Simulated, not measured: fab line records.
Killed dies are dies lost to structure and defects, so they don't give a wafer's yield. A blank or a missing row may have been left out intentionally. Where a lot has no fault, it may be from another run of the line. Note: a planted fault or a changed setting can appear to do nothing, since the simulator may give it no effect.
The tool behind it: which one? | flow berkeley-cmos170 | 14 lots with 42 wafers sampled at 5 steps, on a route of 331 steps

WHAT THE GAUGES READ, wafer by wafer
UCB170_NWELL_TW_MEAS_16.
lot  | measured    | on            | NWELL_TW
L661 | day 3 02:44 | film-metro-03 | 1254 1251 1257
L663 | day 3 11:25 | film-metro-03 | 1261 1258 1258
L664 | day 3 17:35 | film-metro-03 | 1256 1260 1256
L665 | day 3 17:44 | film-metro-01 | 1275 1271 1272
L666 | day 3 23:17 | film-metro-04 | 1235 1238 1232
L668 | day 4 18:39 | film-metro-04 | 1250 1246 1247
L669 | day 5 02:59 | film-metro-03 | 1251 1251 1249
L670 | day 5 03:25 | film-metro-03 | 1256 1247 1243
L672 | day 5 12:46 | film-metro-04 | 1233 1231 1234
L671 | day 5 13:02 | film-metro-04 | 1273 1276 1277
L673 | day 5 22:10 | film-metro-03 | 1244 1249 1253
L676 | day 6 05:50 | film-metro-01 | 1306 1307 1316
L680 | day 7 01:49 | film-metro-01 | 1258 1267 1264
L681 | day 7 12:10 | film-metro-03 | 1248 1247 1252

UCB170_V1_BOW_MEAS_03.
lot  | measured     | on            | V1_BOW (um)
L661 | day 9 08:49  | film-metro-01 | 14 29 17
L663 | day 9 10:05  | film-metro-01 | 25 11 23
L664 | day 9 23:11  | film-metro-04 | 21 5 26
L665 | day 10 00:29 | film-metro-01 | 19 15 13
L666 | day 10 00:29 | film-metro-04 | 15 16 17
L668 | day 10 13:27 | film-metro-03 | 19 12 16
L669 | day 11 09:01 | film-metro-03 | 18 13 25
L670 | day 11 10:22 | film-metro-01 | 17 17 25
L672 | day 11 11:41 | film-metro-04 | 9 12 10
L671 | day 11 11:43 | film-metro-01 | 13 23 19
L673 | day 11 16:09 | film-metro-01 | 11 37 11
L676 | day 12 20:43 | film-metro-01 | 13 16 23
L680 | day 13 07:00 | film-metro-01 | 15 25 28
L681 | day 13 08:58 | film-metro-01 | 28 24 23

UCB170_V2_CD_MEAS_12 targets a cd of 700 nm.
lot  | measured     | on        | cd-nm (nm)
L661 | day 9 17:22  | cd-sem-02 | 701.5 701.0 701.5
L663 | day 9 18:19  | cd-sem-02 | 700.5 700.4 700.6
L664 | day 10 05:48 | cd-sem-01 | 700.4 700.6 701.6
L665 | day 10 06:46 | cd-sem-01 | 701.5 701.7 700.5
L666 | day 10 07:21 | cd-sem-01 | 702.1 703.2 702.8
L668 | day 11 01:59 | cd-sem-02 | 701.9 700.5 700.1
L669 | day 11 16:25 | cd-sem-01 | 698.2 698.7 697.2
L670 | day 11 17:33 | cd-sem-01 | 702.7 704.1 701.4
L672 | day 11 19:52 | cd-sem-01 | 696.6 698.3 697.7
L671 | day 11 19:37 | cd-sem-02 | 696.8 698.9 698.8
L673 | day 12 05:11 | cd-sem-01 | 698.5 699.1 699.7
L676 | day 13 07:11 | cd-sem-01 | 698.2 698.5 697.8
L680 | day 13 15:17 | cd-sem-01 | 699.7 699.2 700.2
L681 | day 13 21:50 | cd-sem-01 | 701.1 701.2 700.4

TOOL THAT RAN EACH LOT (tool first, then ch and the chambers of the sampled wafers, then the start)
lot  | UCB170_NWELL_IMPLANT_14        | UCB170_CONTACT_ETCH_17
L661 | implanter-01 ch 0, day 3 02:29 | rie-diel-04 ch 0,3, day 9 01:35
L663 | implanter-04 ch 0, day 3 11:10 | rie-diel-03 ch 1,2,3, day 9 03:56
L664 | implanter-04 ch 0, day 3 17:21 | rie-diel-01 ch 0,2,3, day 9 18:43
L665 | implanter-04 ch 0, day 3 17:29 | rie-diel-04 ch 0,1,2, day 9 18:50
L666 | implanter-01 ch 0, day 3 23:02 | rie-diel-03 ch 0,1,2, day 9 19:19
L668 | implanter-01 ch 0, day 4 18:24 | rie-diel-01 ch 0,3, day 10 07:55
L669 | implanter-01 ch 0, day 5 02:44 | rie-diel-01 ch 1,3, day 11 02:32
L670 | implanter-04 ch 0, day 5 03:11 | rie-diel-04 ch 1,3, day 11 03:01
L672 | implanter-04 ch 0, day 5 12:32 | rie-diel-01 ch 0,1,3, day 11 06:58
L671 | implanter-01 ch 0, day 5 12:47 | rie-diel-03 ch 0,3, day 11 07:05
L673 | implanter-04 ch 0, day 5 21:55 | rie-diel-03 ch 0,1, day 11 11:02
L676 | implanter-01 ch 0, day 6 05:29 | rie-diel-03 ch 0,1,3, day 12 06:57
L680 | implanter-04 ch 0, day 7 01:34 | rie-diel-04 ch 0,2,3, day 13 01:17
L681 | implanter-03 ch 0, day 7 11:56 | rie-diel-04 ch 0,2, day 13 01:57
- UCB170_NWELL_IMPLANT_14
- UCB170_CONTACT_ETCH_17: etches BARC in N2/H2.

AS READ BY THE TOOLS THEMSELVES (means over the sampled wafers that have a number; for cases with no such wafer, the mark the record gives instead)
UCB170_NWELL_IMPLANT_14.
lot  | tool         | dose-ions-cm2 | faraday-current-uA
L661 | implanter-01 | 1e+13         | 32.6
L663 | implanter-04 | 1e+13         | 31.6
L664 | implanter-04 | 1e+13         | 32.2
L665 | implanter-04 | 1e+13         | 31.3
L666 | implanter-01 | 1e+13         | 32.1
L668 | implanter-01 | 1e+13         | 32.4
L669 | implanter-01 | 1e+13         | 32.1
L670 | implanter-04 | 1e+13         | 30.9
L672 | implanter-04 | 1e+13         | 31.5
L671 | implanter-01 | 1e+13         | 34.8
L673 | implanter-04 | 1e+13         | 31.9
L676 | implanter-01 | 1e+13         | 35.2
L680 | implanter-04 | 1e+13         | 31.7
L681 | implanter-03 | 1e+13         | 31.0

UCB170_CONTACT_ETCH_17.
lot  | tool        | drypump-motor-current-A (A) | oes-product-au (a.u.) | throttle-valve-pct (%)
L661 | rie-diel-04 | 6.0                         | 1.007                 | 13.42
L663 | rie-diel-03 | 5.7                         | 0.990                 | 13.38
L664 | rie-diel-01 | 5.5                         | 0.993                 | 13.18
L665 | rie-diel-04 | 5.9                         | 0.998                 | 13.33
L666 | rie-diel-03 | 6.0                         | 0.988                 | 13.24
L668 | rie-diel-01 | 5.1                         | 0.989                 | 13.04
L669 | rie-diel-01 | 4.7                         | 1.014                 | 13.30
L670 | rie-diel-04 | 6.0                         | 1.007                 | 13.34
L672 | rie-diel-01 | 5.0                         | 1.005                 | 13.19
L671 | rie-diel-03 | 5.6                         | 0.965                 | 13.13
L673 | rie-diel-03 | 5.7                         | 0.980                 | 13.34
L676 | rie-diel-03 | 5.5                         | 0.969                 | 13.30
L680 | rie-diel-04 | 6.0                         | 0.996                 | 13.42
L681 | rie-diel-04 | 6.0                         | 1.010                 | 13.39

THE ANSWER, worked out from the rows above alone
Rule: usual is defined by the lots themselves. Put in order of their means at a reading, lots are off if they are a third of the lots or fewer, leave a main group of 4 or more, and stand apart from it by a gap of 3 or more times the standard deviation of the main group's means; of several such gaps the widest counts. If all means in a main group match to the digits the tables above print for the reading, that group is not used. A lot without any number at a reading at which 4 lots or more have one is off too. All remaining lots with rows at the step are treated as sound. First the gauges in route order, then the tools' own readings, where a lot's mean is used as printed above. The first step at which some lot is off is used, and at that step the reading that is off furthest; a lot without a number counts as furthest.
Off, at UCB170_NWELL_IMPLANT_14 on faraday-current-uA: L671, L676. Mean 31.8 and standard deviation 0.51 in the main group.
If a tool, at that step or one of the process steps before it, ran each lot that is off and ran no sound lot following the first of them, it fits. One fits: implanter-01 at UCB170_NWELL_IMPLANT_14. Its last sound lot is L669 (day 5 02:44), its first lot that is off L671 (day 5 12:47): a fault that began between those two fits.
The tool's own readings at UCB170_NWELL_IMPLANT_14 bear it out: on the lots that are off they differ by more than 5 times the standard deviation of the sound lots' means. faraday-current-uA reads 35.0 there against 31.8 on the sound lots.

WHAT HAD BEEN PUT IN BY THE SIMULATOR
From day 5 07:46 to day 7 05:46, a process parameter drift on implanter-01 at UCB170_NWELL_IMPLANT_14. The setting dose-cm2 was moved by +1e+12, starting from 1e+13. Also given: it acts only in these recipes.
Shown lots that were struck: L671, L676. The rule above reached the same finding.
